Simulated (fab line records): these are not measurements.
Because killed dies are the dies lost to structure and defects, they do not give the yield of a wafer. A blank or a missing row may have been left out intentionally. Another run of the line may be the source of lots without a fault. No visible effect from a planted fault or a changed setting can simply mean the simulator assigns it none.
The same fault as seen by 2 desks + flow rit_cmos + only its own numbers are on each desk; what lay behind them is given at the end

## METROLOGY DESK
What the gauges read, lot by lot, whatever tool the lot ran on: means of the sampled wafers that have a number. The brackets show how far a lot's mean lies from the usual mean; more than 4 standard deviations puts the lot out of limits, marked OUT.
Columns: A = ACTIVE_NITRIDE_THK at RIT_ACTIVE_THK_MEAS_04, usual 149.9 nm
| lot  | first seen here | A               |
|------|-----------------|-----------------|
| L170 | day 1 14:16     | 151.0           |
| L171 | day 1 20:37     | 152.8           |
| L172 | day 1 23:41     | 149.9           |
| L174 | day 2 09:35     | 147.7           |
| L175 | day 2 14:32     | 148.0           |
| L177 | day 3 00:37     | 149.0           |
| L180 | day 3 17:01     | 121.2 (-19) OUT |
| L184 | day 4 12:55     | 150.5           |
| L185 | day 4 16:32     | 149.8           |
| L186 | day 4 22:06     | 148.0           |
| L187 | day 5 03:27     | 150.8           |
| L189 | day 5 12:32     | 148.3           |
| L191 | day 5 23:16     | 149.5           |
This desk's finding: out of limits on L180; first on L180, day 3 17:01 (ACTIVE_NITRIDE_THK at RIT_ACTIVE_THK_MEAS_04). L170, L171, L172, L174, L175, L177, L184, L185, L186, L187, L189, L191 stayed within limits.

## DESK OF THE TOOL OWNER: lpcvd-02
The tool's own readings at RIT_ACTIVE_CVD_03 (deposits Si3N4 from SiH2Cl2/NH3, target thk 150 nm, time 1500 s): means of the sampled wafers that have a number, for each lot that ran on this tool. The brackets show how far a lot's mean lies from the usual mean; more than 4 standard deviations puts the lot out of limits, marked OUT.
Columns: A = pressure_mtorr at RIT_ACTIVE_CVD_03, usual 300.1 mTorr; B = spike_tc_centre_C at RIT_ACTIVE_CVD_03, usual 812.6 C; C = spike_tc_source_C at RIT_ACTIVE_CVD_03, usual 833.8 C; D = susceptor_temp_C at RIT_ACTIVE_CVD_03, usual 809.9 C
| lot  | first seen here | A                       | B     | C     | D     |
|------|-----------------|-------------------------|-------|-------|-------|
| L170 | day 1 12:07     | 300.7                   | 815.2 | 830.6 | 810.3 |
| L180 | day 3 15:35     | 150.1 (-99 or more) OUT | 815.3 | 829.7 | 810.1 |
This desk's verdict: out of limits on L180, starting with L180 at day 3 15:35 (pressure_mtorr at RIT_ACTIVE_CVD_03). L170 stayed within limits.

## TAKEN TOGETHER
An alarm could have come from the tool owner's desk at day 3 15:35, on L180.
On L180, the metrology desk was in a position to raise an alarm at day 3 17:01.
The lots listed all ran RIT_ACTIVE_CVD_03 on lpcvd-02.

## WHAT WAS PUT IN BY THE SIMULATOR
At RIT_ACTIVE_CVD_03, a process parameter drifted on lpcvd-02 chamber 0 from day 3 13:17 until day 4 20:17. A move of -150 in setting pressure_mtorr, from 300. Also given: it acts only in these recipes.
Struck lots among those shown: L180.
Time in hours from fault onset to the first out-of-limits reading at each desk: tool owner's desk 2, metrology desk 4.
